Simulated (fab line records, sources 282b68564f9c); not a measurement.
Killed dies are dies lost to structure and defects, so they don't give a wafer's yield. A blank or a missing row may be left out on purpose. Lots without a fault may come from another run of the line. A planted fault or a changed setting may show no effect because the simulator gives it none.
fab line records | flow rit_cmos
record lots=7 wafers=21 last_day=7
route steps=202 shown PSD@144 SDANNEAL@153 NSD@158 PLDD@159 NLDD@160 M1@202
lots that met no fault: from a run of the same line without faults
start_h: hours from the record's first day to the start of the lot's first wafer shown | wait_h: hours since the lot's step before | " the same as in the row above | L1.1+2: a row that stands for several wafers | - no value, or no start given | * or withheld: withheld | < > ~ a bound
route shown NAME@n: a module of which the file shows steps, and the number in the route of the first | usual: mean/standard deviation of fault-free wafers | same: alike in all rows | chamber/n: place in a boat | sites: the reading at each site | _std_site: their standard deviation | _edge_site: outer sites' mean less inner sites' | radius_mm: how far each site lies from the wafer's centre | mask NAME#n: copy n | behind: the tool/chamber that last shaped the wafer | hold: why the lot was held/for how many hours/how that ended | device: the transistor (n, p or np) that didn't switch | end of line: the same wafers' tests at the end of the route | a step without rows: its recipe alone | killed: dies lost to structure and defects at the first sort, not the wafer's yield | map: a wafer's dies, x killed, . not, _ none there
set.NAME: the setting as run; set.NAME@STEP: as run at that earlier step | model.NAME: the simulator's own value behind a step, which no gauge read
lots at some steps of the route; a table a step, a row a wafer
services: from which hour (start_h, from the record's first day; less than 0 if before it) a tool's chamber was out of use, for how many hours, and why
## steps
# step RIT_PSD_SOFTBAKE_02
# recipe resist=NOVOLAK temp_c=90 time_s=60
# step RIT_PSD_EXPOSE_03
# recipe mask_id=M10 na=0.57 target_cd_nm=40900 dose_mj=250
# step RIT_PSD_PEB_04
# recipe resist=NOVOLAK temp_c=withheld time_s=withheld
# step RIT_PSD_DEVELOP_05
# recipe resist=NOVOLAK develop_time_s=50 dev_temp_c=23
# step RIT_PSD_OVL_MEAS_06
# usual PSD_OVL=-0.6/1.2
# columns lot.wafer tool chamber start_h wait_h PSD_OVL[nm]
L809.1 overlay-01 - 53.36 - -1.3
L809.2 " - " " 1.6
L809.5 " - " " -1.4
L816.1 overlay-01 - 89.68 - -0.8
L816.5 " - " " -1.8
L816.6 " - " " 0.1
L817.1 overlay-01 - 99.62 - -0.9
L817.2 " - " " -2.2
L817.6 " - " " -2.9
L819.2 overlay-01 - 105.78 - -1.6
L819.4 " - " " -1.2
L819.5 " - " " -0.3
L820.1 overlay-01 - 110.16 - 0.1
L820.4 " - " " 0.8
L820.5 " - " " 0.3
L822.1 overlay-02 - 119.48 - -1.0
L822.3 " - " " -0.7
L822.4 " - " " -2.8
L829.3 overlay-01 - 156.34 - 1.3
L829.4 " - " " 0.9
L829.5 " - " " -0.2
# step RIT_PSD_HARDBAKE_07
# recipe resist=NOVOLAK temp_c=140 time_s=60
# step RIT_PSD_IMPLANT_08
# recipe species=BF2 energy_kev=27 dose_cm2=5e+15 tilt_deg=7
# step RIT_PSD_STRIP_09
# recipe chemistry=O2 time_s=180 resist=NOVOLAK platen_temp_c=withheld power_w=500 pressure_mtorr=4000 o2_flow_sccm=4000
# usual drypump_motor_current_A=5.87/0.27
# same time_s=180
# columns lot.wafer tool chamber start_h wait_h drypump_motor_current_A rf_hours_counter_h
L809.1 plasma_asher-02 0 53.69 0.1 6.12 41
L809.2 " 1 " " 5.90 41
L809.5 " 1 " " 5.90 -
L816.1 plasma_asher-02 0 90.02 0.1 6.13 45
L816.5 " 1 " " 5.92 -
L816.6 " 0 " " 6.14 -
L817.1 plasma_asher-01 1 99.96 0.1 5.56 44
L817.2 " 0 " " 6.02 44
L817.6 " 1 " " 5.56 -
L819.2 plasma_asher-01 1 106.19 0.1 5.58 45
L819.4 " 1 " " 5.58 -
L819.5 " 1 " " 5.56 -
L820.1 plasma_asher-03 0 110.50 0.1 5.99 33
L820.4 " 1 " " 5.33 -
L820.5 " 0 " " 6.04 -
L822.1 plasma_asher-01 1 119.82 0.1 5.58 0
L822.3 " 1 " " 5.59 -
L822.4 " 0 " " 6.01 -
L829.3 plasma_asher-01 1 156.72 0.1 5.54 -
L829.4 " 0 " " 6.03 -
L829.5 " 0 " " 6.04 -
# step RIT_PSD_TW_MEAS_10
# usual PSD_TW=3413/33
# columns lot.wafer tool chamber start_h wait_h PSD_TW
L809.1 film_metro-02 - 53.87 0.1 3403
L809.2 " - " " 3402
L809.5 " - " " 3403
L816.1 film_metro-03 - 90.20 0.1 3388
L816.5 " - " " 3376
L816.6 " - " " 3368
L817.1 film_metro-03 - 100.13 0.1 3366
L817.2 " - " " 3366
L817.6 " - " " 3382
L819.2 film_metro-03 - 106.38 0.1 3386
L819.4 " - " " 3386
L819.5 " - " " 3358
L820.1 film_metro-02 - 110.67 0.1 3408
L820.4 " - " " 3385
L820.5 " - " " 3409
L822.1 film_metro-03 - 120.00 0.1 3416
L822.3 " - " " 3418
L822.4 " - " " 3413
L829.3 film_metro-03 - 156.86 0.1 3399
L829.4 " - " " 3410
L829.5 " - " " 3398
# step RIT_SDANNEAL_CLEAN_00
# recipe chemistry=SC1 mix=3:3:50 time_s=600 temp_c=75
# step RIT_SDANNEAL_CLEAN_01
# recipe chemistry=dHF dilution=50:1 time_s=30
# step RIT_SDANNEAL_CLEAN_02
# recipe chemistry=SC2 mix=3:3:50 time_s=600 temp_c=75 dry=n2_spin
# step RIT_SDANNEAL_RTA_03
# recipe temp_c=1050 time_s=5 idle_temp_c=600 ramp_up_c_per_s=342 ramp_down_c_per_s=171 cool_to_c=600 ambient=N2
# usual wafer_temp_C_max=1053.5/1.3
# same time_s=5
# columns lot.wafer tool chamber start_h wait_h wafer_temp_C_max
L809.1 rtp_anneal-02 0 54.29 0.0 1054.8
L809.2 " 0 " " 1052.1
L809.5 " 0 " " 1054.0
L816.1 rtp_anneal-01 0 90.62 0.0 1052.5
L816.5 " 0 " " 1055.0
L816.6 " 0 " " 1052.5
L817.1 rtp_anneal-02 0 100.57 0.0 1053.7
L817.2 " 0 " " 1055.4
L817.6 " 0 " " 1053.0
L819.2 rtp_anneal-01 0 106.84 0.0 1033.0
L819.4 " 0 " " 1034.5
L819.5 " 0 " " 1035.6
L820.1 rtp_anneal-01 0 111.10 0.0 1032.4
L820.4 " 0 " " 1033.9
L820.5 " 0 " " 1032.6
L822.1 rtp_anneal-01 0 120.44 0.0 1033.3
L822.3 " 0 " " 1032.5
L822.4 " 0 " " 1033.3
L829.3 rtp_anneal-02 0 157.29 0.0 1052.4
L829.4 " 0 " " 1053.3
L829.5 " 0 " " 1053.6
# step RIT_SDANNEAL_RS_MEAS_04
# recipe thk_meas_gauge=four-point-probe
# usual PSD_RS=115.89/0.28
# columns lot.wafer tool chamber start_h wait_h PSD_RS[ohm/sq]
L809.1 film_metro-01 - 54.35 0.0 116.15
L809.2 " - " " 115.70
L809.5 " - " " 115.78
L816.1 film_metro-03 - 90.68 0.0 115.73
L816.5 " - " " 115.69
L816.6 " - " " 115.45
L817.1 film_metro-02 - 100.63 0.0 116.00
L817.2 " - " " 115.66
L817.6 " - " " 116.15
L819.2 film_metro-01 - 106.91 0.1 129.91
L819.4 " - " " 130.70
L819.5 " - " " 130.28
L820.1 film_metro-03 - 111.16 0.0 130.29
L820.4 " - " " 130.43
L820.5 " - " " 130.26
L822.1 film_metro-03 - 120.50 0.0 129.94
L822.3 " - " " 130.23
L822.4 " - " " 129.97
L829.3 film_metro-03 - 157.36 0.1 116.25
L829.4 " - " " 115.94
L829.5 " - " " 116.06
# step RIT_SDANNEAL_RS_MEAS_05
# recipe thk_meas_gauge=four-point-probe
# usual NSD_RS=84.5/0.32
# columns lot.wafer tool chamber start_h wait_h NSD_RS[ohm/sq]
L809.1 film_metro-01 - 54.47 0.1 84.2
L809.2 " - " " 84.2
L809.5 " - " " 83.9
L816.1 film_metro-03 - 90.80 0.1 84.9
L816.5 " - " " 84.9
L816.6 " - " " 84.9
L817.1 film_metro-02 - 100.75 0.1 84.4
L817.2 " - " " 84.7
L817.6 " - " " 84.3
L819.2 film_metro-01 - 107.03 0.1 85.2
L819.4 " - " " 85.6
L819.5 " - " " 85.5
L820.1 film_metro-03 - 111.28 0.1 86.0
L820.4 " - " " 85.8
L820.5 " - " " 85.6
L822.1 film_metro-03 - 120.62 0.1 85.3
L822.3 " - " " 85.1
L822.4 " - " " 85.8
L829.3 film_metro-03 - 157.48 0.1 84.7
L829.4 " - " " 84.4
L829.5 " - " " 84.8
# step RIT_SDANNEAL_RS_MEAS_06
# recipe thk_meas_gauge=four-point-probe
# usual PLDD_RS=178.6/0.46
# columns lot.wafer tool chamber start_h wait_h PLDD_RS[ohm/sq]
L809.1 film_metro-01 - 54.59 0.1 179.5
L809.2 " - " " 178.7
L809.5 " - " " 179.0
L816.1 film_metro-03 - 90.92 0.1 178.5
L816.5 " - " " 178.7
L816.6 " - " " 178.0
L817.1 film_metro-02 - 100.87 0.1 178.7
L817.2 " - " " 178.6
L817.6 " - " " 178.8
L819.2 film_metro-01 - 107.15 0.1 193.9
L819.4 " - " " 194.4
L819.5 " - " " 194.0
L820.1 film_metro-03 - 111.40 0.1 194.6
L820.4 " - " " 194.3
L820.5 " - " " 194.1
L822.1 film_metro-03 - 120.74 0.1 194.9
L822.3 " - " " 194.4
L822.4 " - " " 194.0
L829.3 film_metro-03 - 157.60 0.1 178.6
L829.4 " - " " 179.0
L829.5 " - " " 179.0
# step RIT_SDANNEAL_RS_MEAS_07
# recipe thk_meas_gauge=four-point-probe
# usual NLDD_RS=151.5/0.54
# columns lot.wafer tool chamber start_h wait_h NLDD_RS[ohm/sq]
L809.1 film_metro-01 - 54.71 0.1 151.7
L809.2 " - " " 152.1
L809.5 " - " " 151.8
L816.1 film_metro-03 - 91.04 0.1 151.3
L816.5 " - " " 151.9
L816.6 " - " " 151.3
L817.1 film_metro-02 - 100.99 0.1 151.5
L817.2 " - " " 151.6
L817.6 " - " " 151.5
L819.2 film_metro-01 - 107.27 0.1 152.3
L819.4 " - " " 152.2
L819.5 " - " " 152.4
L820.1 film_metro-03 - 111.52 0.1 152.5
L820.4 " - " " 152.5
L820.5 " - " " 152.2
L822.1 film_metro-03 - 120.86 0.1 152.5
L822.3 " - " " 152.4
L822.4 " - " " 152.5
L829.3 film_metro-03 - 157.72 0.1 151.6
L829.4 " - " " 151.5
L829.5 " - " " 152.2
# step RIT_M1_PROBE_99
# usual killed_at_M0_to_M3=0.0/0.12 killed_at_contacts=0.1/0.32 killed_at_front_end=6/3.1 killed_dies=7/3.2 killed_open=3.1/1.9 killed_short=3.5/2.2
# same gross_dies=264 killed_at_M4_up=0 killed_at_back_side=0 killed_at_other=0
# columns lot.wafer tool chamber start_h wait_h killed_at_M0_to_M3 killed_at_contacts killed_at_front_end killed_dies killed_open killed_short model.etest.pmos_turned.r_on_ohm_um model.etest.pmos_0p3.r_on_ohm_um model.etest.pmos_0p15.r_on_ohm_um model.etest.pmos_turned.drive_ua_um model.etest.pmos_0p15.drive_ua_um model.etest.contact_pplus.end_ohm_um model.etest.pmos_narrow.drive_ua_um model.etest.pmos_0p3.drive_ua_um
L809.1 prober-01 - 61.62 0.1 0 1 5 6 4 2 3587 6374 2851 178.4 247.7 43.79 100.3 99.88
L809.2 prober-01 - 61.67 0.1 0 0 13 13 8 5 3547 6235 2818 180.1 251.3 44.1 104.4 102.3
L809.5 prober-01 - 61.82 0.2 0 0 4 4 2 2 3680 6436 2898 168.3 245.3 43.84 99.92 98.95
L816.1 prober-01 - 98.20 0.1 0 0 8 8 3 5 3263 6107 2682 205 267.4 44.42 106.5 104.7
L816.5 prober-01 - 98.40 0.2 0 0 5 5 2 3 3212 6038 2618 208.2 271.9 43.88 107.6 105.4
L816.6 prober-01 - 98.45 0.2 0 1 3 4 1 3 3209 6008 2615 208.8 270.6 44.46 110.1 107.2
L817.1 prober-02 - 108.28 0.1 0 0 8 8 4 4 3274 6140 2682 201.6 264.1 47.43 105.2 103.4
L817.2 prober-02 - 108.33 0.1 1 0 6 7 2 5 3328 6139 2761 201 259.3 45.2 104.9 103.1
L817.6 prober-02 - 108.53 0.2 0 0 16 16 8 8 3327 6200 2731 197.9 260.7 45.19 104.5 102.8
L819.2 prober-01 - 115.29 0.1 0 0 4 4 2 2 3795 6605 2945 161.6 236.5 52.21 95.27 94.74
L819.4 prober-01 - 115.39 0.2 0 0 8 8 3 5 3777 6589 2935 162.7 237.1 51.82 95.67 94.51
L819.5 prober-01 - 115.44 0.2 0 0 7 7 1 6 3815 6604 2990 162.1 236 52.17 95.83 95.31
L820.1 prober-01 - 118.81 0.1 0 0 9 9 3 6 4142 6818 3213 145.8 218.1 53.55 92.28 91.45
L820.4 prober-01 - 118.96 0.2 0 0 3 3 1 2 4087 6799 3196 147.2 218.9 53.38 93.35 91.5
L820.5 prober-01 - 119.01 0.2 0 0 9 9 4 5 4054 6791 3151 150.7 225.6 52.33 95.02 92.79
L822.1 prober-01 - 128.00 0.1 0 0 10 10 5 5 3903 6454 3030 156.3 232.7 49.56 102.3 99.61
L822.3 prober-01 - 128.10 0.2 0 0 5 5 2 3 3854 6466 3009 157.8 235.7 48.73 100 99.14
L822.4 prober-01 - 128.15 0.2 0 0 5 5 3 2 3855 6375 2980 158.4 237.4 50.07 102.1 100.9
L829.3 prober-02 - 164.92 0.2 0 1 8 9 4 5 3424 6325 2814 192.7 250.4 42.63 100.8 100.2
L829.4 prober-02 - 164.97 0.2 0 1 9 10 3 7 3284 6233 2673 205.2 265.3 43.2 101.4 102.4
L829.5 prober-02 - 165.02 0.2 0 0 5 5 2 3 3294 6262 2692 199.2 260.3 42.88 102.5 102.3
# killed by level:class
L809.1 FOX1:geometric_particle:open=1 GATE:geometric_particle:open=1 REOX:geometric_particle:short=1 SPACER:geometric_particle:open=1 SILICIDE:geometric_particle:open=1 CONTACT:geometric_particle:short=1
L809.2 GATE:geometric_particle:open=6 GATE:geometric_particle:short=3 FOX1:geometric_particle:open=2 FOX1:geometric_particle:short=1 REOX:geometric_particle:short=1
L809.5 FOX1:geometric_particle:short=2 GATE:geometric_particle:open=1 REOX:geometric_particle:open=1
L816.1 SILICIDE:geometric_particle:open=3 FOX1:geometric_particle:short=1 GATE:geometric_particle:short=1 REOX:geometric_particle:short=1 SPACER:geometric_particle:short=1 SILICIDE:geometric_particle:short=1
L816.5 GATE:geometric_particle:short=2 FOX1:geometric_particle:open=1 FOX1:geometric_particle:short=1 GATE:geometric_particle:open=1
L816.6 FOX1:geometric_particle:short=1 GATE:geometric_particle:open=1 SPACER:geometric_particle:short=1 CONTACT:geometric_particle:short=1
L817.1 SILICIDE:geometric_particle:open=3 SPACER:geometric_particle:short=2 GATE:geometric_particle:short=1 GATE:geometric_particle:open=1 REOX:geometric_particle:short=1
L817.2 GATE:geometric_particle:open=1 GATE:geometric_particle:short=1 REOX:geometric_particle:open=1 REOX:geometric_particle:short=1 SPACER:geometric_particle:short=1 SILICIDE:geometric_particle:short=1 M1:geometric_particle:short=1
L817.6 GATE:geometric_particle:open=4 GATE:geometric_particle:short=3 REOX:geometric_particle:open=3 REOX:geometric_particle:short=2 FOX1:geometric_particle:short=1 SILICIDE:geometric_particle:short=1 SPACER:geometric_particle:open=1 SPACER:geometric_particle:short=1
L819.2 FOX1:geometric_particle:open=2 FOX1:geometric_particle:short=1 SPACER:geometric_particle:short=1
L819.4 REOX:geometric_particle:short=2 SPACER:geometric_particle:open=2 GATE:geometric_particle:short=1 SPACER:geometric_particle:short=1 SILICIDE:geometric_particle:short=1 SILICIDE:geometric_particle:open=1
L819.5 FOX2:geometric_particle:short=2 GATE:geometric_particle:short=1 GATE:geometric_particle:open=1 REOX:geometric_particle:short=1 SPACER:geometric_particle:short=1 SILICIDE:geometric_particle:short=1
L820.1 GATE:geometric_particle:short=4 GATE:geometric_particle:open=3 REOX:geometric_particle:short=1 SILICIDE:geometric_particle:short=1
L820.4 GATE:geometric_particle:open=1 GATE:geometric_particle:short=1 SILICIDE:geometric_particle:short=1
L820.5 SILICIDE:geometric_particle:short=3 GATE:geometric_particle:open=2 GATE:geometric_particle:short=2 FOX1:geometric_particle:open=1 REOX:geometric_particle:open=1
L822.1 GATE:geometric_particle:short=3 REOX:geometric_particle:open=2 FOX1:geometric_particle:open=1 GATE:geometric_particle:open=1 SILICIDE:geometric_particle:short=1 SILICIDE:geometric_particle:open=1 STARTING-WAFER:geometric_particle:short=1
L822.3 SILICIDE:geometric_particle:short=3 FOX1:geometric_particle:open=1 GATE:geometric_particle:open=1
L822.4 GATE:geometric_particle:open=2 FOX1:geometric_particle:short=1 FOX2:geometric_particle:short=1 SPACER:geometric_particle:open=1
L829.3 GATE:geometric_particle:short=4 FOX1:geometric_particle:open=1 GATE:geometric_particle:open=1 SPACER:geometric_particle:open=1 SPACER:geometric_particle:short=1 CONTACT:geometric_particle:open=1
L829.4 FOX1:geometric_particle:short=2 FOX2:geometric_particle:short=2 GATE:geometric_particle:short=2 GATE:geometric_particle:open=2 SPACER:geometric_particle:open=1 CONTACT:geometric_particle:short=1
L829.5 GATE:geometric_particle:short=3 GATE:geometric_particle:open=1 SPACER:geometric_particle:open=1
## services
# columns tool chamber start_h hours kind
rtp_anneal-01 - 30.68 7.6 pm
plasma_asher-01 - 43.43 1.2 repair
plasma_asher-01 - 108.75 9.0 pm
plasma_asher-01 0 108.75 9.0 vent_cycle
plasma_asher-01 1 108.75 9.0 vent_cycle
plasma_asher-01 0 117.75 - clean
plasma_asher-01 1 117.75 - clean
## key
first_sign step=RIT_SDANNEAL_RTA_03 reading=wafer_temp_C_max direction=down sigmas=15 usual=* struck=*
effect step=RIT_SDANNEAL_RS_MEAS_04 reading=PSD_RS direction=up sigmas=51 usual=115.89 struck=130.22
effect step=RIT_SDANNEAL_RS_MEAS_05 reading=NSD_RS direction=up sigmas=3.1 usual=84.5 struck=85.5
effect step=RIT_SDANNEAL_RS_MEAS_06 reading=PLDD_RS direction=up sigmas=34 usual=178.6 struck=194.3
effect step=RIT_SDANNEAL_RS_MEAS_07 reading=NLDD_RS direction=up sigmas=1.6 usual=151.5 struck=152.4
model_effect step=RIT_M1_PROBE_99 value=etest.pmos_turned.r_on_ohm_um without=3428 struck=3920
met_at RIT_SDANNEAL_RTA_03
struck_wafers L819.2,L819.4,L819.5,L820.1,L820.4,L820.5,L822.1,L822.3,L822.4
tester_left_out L819,L820,L822
onset_between 90.62 106.84
fault kind=process_parameter_drift tool=rtp_anneal-01 chamber=- onset_h=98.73 steps=RIT_SDANNEAL_RTA_03 channel=temp_c offset=* shape=step end_h=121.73 acts_in=* stated=*
# tester_left_out: of these lots the tester's yield and bins aren't shown, on N5 and GAA mostly nor the transistor test; their killed dies are dies lost to structure and defects alone, not to doping, threshold or leakage, so they don't give the yield
